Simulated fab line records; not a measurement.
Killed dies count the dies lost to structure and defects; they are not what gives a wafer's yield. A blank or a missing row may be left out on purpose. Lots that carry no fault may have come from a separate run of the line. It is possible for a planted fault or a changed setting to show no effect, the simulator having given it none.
The tool behind it: which one? ; flow berkeley cmos170 ; 14 lots, 42 wafers sampled, at 4 steps of a route of 331

## WHAT THE GAUGES SHOWED, per wafer
UCB170_CONTACT_OVL_MEAS_16. Usual: for CONTACT_OVL the level is -2 nm and the standard deviation is 6.
lot;measured;on;CONTACT_OVL (nm);flag
L430;day 7 08:20;overlay-02;14 3 8;
L432;day 7 18:27;overlay-01;11 10 5;
L433;day 8 03:25;overlay-01;-6 0 1;
L435;day 8 09:35;overlay-02;-13 1 -14;
L436;day 8 22:50;overlay-01;-4 -16 -5;
L437;day 8 23:07;overlay-01;-6 6 6;
L438;day 9 01:49;overlay-01;-4 -5 1;
L440;day 9 01:34;overlay-01;-3 3 -1;
L441;day 9 23:14;overlay-02;-5 -4 -1;
L442;day 9 22:16;overlay-02;10 9 4;
L443;day 10 00:36;overlay-01;-6 4 -2;
L447;day 10 16:23;overlay-01;-6 -3 -4;
L451;day 11 11:49;overlay-01;-1 -5 -4;
L453;day 11 11:27;overlay-01;-6 3 -7;

UCB170_M2_CD_MEAS_90 targets a cd of 700 nm. Usual: cd nm 702 nm, standard deviation 3.6.
lot;measured;on;cd nm (nm);flag
L430;day 7 19:16;cd sem-02;700 703 698;
L432;day 8 07:14;cd sem-02;707 705 706;
L433;day 8 14:26;cd sem-01;699 702 698;
L435;day 8 23:25;cd sem-01;704 701 701;
L436;day 9 15:43;cd sem-02;696 702 701;
L437;day 9 15:55;cd sem-01;707 706 702;
L438;day 9 16:13;cd sem-02;701 700 707;
L440;day 9 16:26;cd sem-02;704 700 700;
L441;day 10 14:30;cd sem-01;699 699 699;
L442;day 10 11:27;cd sem-02;706 703 707;
L443;day 10 15:22;cd sem-02;706 705 705;
L447;day 11 04:01;cd sem-01;704 704 704;
L451;day 11 23:34;cd sem-02;703 699 697;
L453;day 11 23:01;cd sem-01;704 702 703;

UCB170_V2_CD_MEAS_12 targets a cd of 700 nm. Usual: cd nm 700.1 nm, standard deviation 1.7.
lot;measured;on;cd nm (nm);flag
L430;day 7 23:21;cd sem-02;700.0 698.9 697.2;
L432;day 8 09:08;cd sem-02;701.2 703.2 700.9;
L433;day 8 17:32;cd sem-01;699.3 698.9 699.9;
L435;day 9 01:34;cd sem-01;700.4 700.8 701.0;
L436;day 9 18:58;cd sem-01;699.0 699.4 699.4;
L437;day 9 19:58;cd sem-01;698.0 697.7 697.0;
L438;day 9 20:14;cd sem-01;700.8 699.6 698.4;
L440;day 9 20:29;cd sem-02;698.8 698.6 697.8;
L441;day 10 17:15;cd sem-02;701.8 701.6 701.8;
L442;day 10 14:27;cd sem-02;700.3 701.1 701.8;
L443;day 10 19:16;cd sem-02;701.7 700.5 700.2;
L447;day 11 06:13;cd sem-01;697.5 699.4 698.0;
L451;day 12 01:52;cd sem-01;700.4 699.4 701.9;
L453;day 12 01:36;cd sem-02;698.9 699.9 700.9;

## TOOL THAT RAN EACH LOT (tool first, then ch and the chambers of the sampled wafers, then the start)
lot;UCB170_NWELL_IMPLANT_14
L430;implanter-04 ch 0, day 2 02:19
L432;implanter-01 ch 0, day 2 16:47
L433;implanter-04 ch 0, day 2 23:11
L435;implanter-01 ch 0, day 3 05:21
L436;implanter-02 ch 0, day 3 13:13
L437;implanter-01 ch 0, day 3 16:26
L438;implanter-01 ch 0, day 4 04:32
L440;implanter-04 ch 0, day 4 10:43
L441;implanter-01 ch 0, day 4 18:22
L442;implanter-02 ch 0, day 4 18:33
L443;implanter-01 ch 0, day 5 03:46
L447;implanter-04 ch 0, day 6 02:17
L451;implanter-04 ch 0, day 6 18:09
L453;implanter-04 ch 0, day 7 03:30
- UCB170_NWELL_IMPLANT_14

## AS READ BY THE TOOLS THEMSELVES (means over the sampled wafers that have a number; for cases with no such wafer, the mark the record gives instead)
UCB170_NWELL_IMPLANT_14. Usual: faraday current uA 31.8, standard deviation 0.56; tilt deg 7.001 degrees, standard deviation 0.018.
lot;tool;faraday current uA;tilt deg (degrees);flag
L430;implanter-04;32.1;7.009;
L432;implanter-01;32.1;6.994;
L433;implanter-04;31.8;7.013;
L435;implanter-01;31.5;7.002;
L436;implanter-02;31.8;7.012;
L437;implanter-01;31.7;7.014;
L438;implanter-01;31.6;7.002;
L440;implanter-04;32.3;6.997;
L441;implanter-01;32.4;6.972;
L442;implanter-02;31.9;7.006;
L443;implanter-01;31.9;7.001;
L447;implanter-04;31.7;6.995;
L451;implanter-04;32.3;6.599;OFF
L453;implanter-04;31.8;6.605;OFF

## THE ANSWER, worked out from the rows above alone
Rule: a lot is off if the mean of its wafers that have a number lies more than 3 standard deviations from the usual mean. Also off: a lot with no number at a reading for which 4 or more lots have one. All remaining lots with rows at the step are treated as sound. After the gauges, taken in route order, come the tools' own readings; for these a lot's mean is taken, as printed above. The first step at which some lot is off is used, and at that step the reading that is off furthest; a lot without a number counts as furthest.
Off, at UCB170_NWELL_IMPLANT_14 on tilt deg: L451, L453.
A tool fits if, at that step or a process step before it, it ran every lot that is off, and no sound lot after the first of them. One fits: implanter-04 at UCB170_NWELL_IMPLANT_14. Its last sound lot is L447 (day 6 02:17), its first lot that is off L451 (day 6 18:09): a fault that began between those two fits.
The tool's own readings at UCB170_NWELL_IMPLANT_14 bear it out: on the lots that are off they differ by more than 5 times the standard deviation of the sound lots' means. tilt deg reads 6.602 degrees there against 7.001 degrees on the sound lots.

## WHAT THE SIMULATOR HAD PUT IN
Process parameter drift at UCB170_NWELL_IMPLANT_14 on implanter-04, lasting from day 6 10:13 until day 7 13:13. Setting tilt deg, moved by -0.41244, from 7. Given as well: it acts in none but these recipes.
Struck lots among those shown: L453, L451. This agrees with what the rule above found.
